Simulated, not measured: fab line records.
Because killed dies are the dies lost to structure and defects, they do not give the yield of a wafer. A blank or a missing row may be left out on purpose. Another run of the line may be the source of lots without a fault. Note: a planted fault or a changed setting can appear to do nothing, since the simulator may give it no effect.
Split-lot experiment | flow berkeley-cmos170 | on a route of 331 steps: 5 lots, 23 wafers read

## SPLIT DETAILS
At UCB170_GATE_CVD_04 (deposits poly-Si from SiH4, time 1440 s, target thk 214 nm), the setting pressure-mtorr was moved away from the recipe's 375 mTorr on 15 of the 23 wafers read, by -14.5% to +10.0%. All remaining wafers had this setting at the recipe value.

No step appears in the file between the split and the reading.

## THE READING
GATE_POLY_THK at UCB170_GATE_THK_MEAS_05, in nm. Typical for fault-free wafers on this fab line: 213.9 nm, with standard deviation 1.9 nm.

wafer  | tool, chamber at the split | pressure-mtorr as run, mTorr | against the recipe | GATE_POLY_THK, nm | against lot-mates on the recipe
L077.1 | -, -                       | 397.8                        | +6.1%              | 219.3             | no lot-mate on the recipe
L077.3 | -, -                       | 397.8                        | +6.1%              | 218.8             | no lot-mate on the recipe
L077.4 | -, -                       | 397.8                        | +6.1%              | 218.1             | no lot-mate on the recipe
L077.5 | -, -                       | 397.8                        | +6.1%              | 218.2             | no lot-mate on the recipe
L077.6 | -, -                       | 397.8                        | +6.1%              | 220.0             | no lot-mate on the recipe
L079.1 | -, -                       | 412.5                        | +10.0%             | 225.4             | no lot-mate on the recipe
L079.3 | -, -                       | 412.5                        | +10.0%             | 224.2             | no lot-mate on the recipe
L079.4 | -, -                       | 412.5                        | +10.0%             | 224.4             | no lot-mate on the recipe
L079.5 | -, -                       | 412.5                        | +10.0%             | 225.9             | no lot-mate on the recipe
L079.6 | -, -                       | 412.5                        | +10.0%             | 225.0             | no lot-mate on the recipe
L080.1 | lpcvd-02, 1                | 375                          | recipe             | 214.6             | -
L080.3 | lpcvd-02, 1                | 375                          | recipe             | 212.8             | -
L080.6 | lpcvd-02, 1                | 375                          | recipe             | 214.2             | -
L084.1 | -, -                       | 375                          | recipe             | 215.9             | -
L084.2 | -, -                       | 375                          | recipe             | 215.3             | -
L084.3 | -, -                       | 375                          | recipe             | 215.8             | -
L084.5 | -, -                       | 375                          | recipe             | 213.0             | -
L084.6 | -, -                       | 375                          | recipe             | 217.8             | -
L085.1 | -, -                       | 320.8                        | -14.5%             | 198.7             | no lot-mate on the recipe
L085.2 | -, -                       | 320.8                        | -14.5%             | 200.8             | no lot-mate on the recipe
L085.4 | -, -                       | 320.8                        | -14.5%             | 196.6             | no lot-mate on the recipe
L085.5 | -, -                       | 320.8                        | -14.5%             | 198.0             | no lot-mate on the recipe
L085.6 | -, -                       | 320.8                        | -14.5%             | 196.6             | no lot-mate on the recipe

THE FIT
A straight line over all 23 wafers: GATE_POLY_THK changes by +1.07 nm for each +1% of pressure-mtorr; r = +0.99; the points scatter about the line by 1.6 nm.
Too few moved wafers have a lot-mate on the recipe to fit a line with each lot's own level taken away.

## THE WHOLE CHAIN: every reading that the file lists as answering this split, in the file's order
step                    | what it does                                               | reading                                                                        | change (the file's fit)              | r (the file's)
UCB170_GATE_CVD_04      | deposits poly-Si from SiH4, time 1440 s, target thk 214 nm | poly-Si_of_GATE_CVD_04.thk-nm (the simulator's own value, which no gauge read) | +1.07 nm for each +1% of the setting | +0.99
UCB170_GATE_THK_MEAS_05 |                                                            | GATE_POLY_THK                                                                  | +1.07 for each +1% of the setting    | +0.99

## FILE'S OWN FIT
GATE_POLY_THK changes by +1.07 nm for each +1% of pressure-mtorr, r = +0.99.
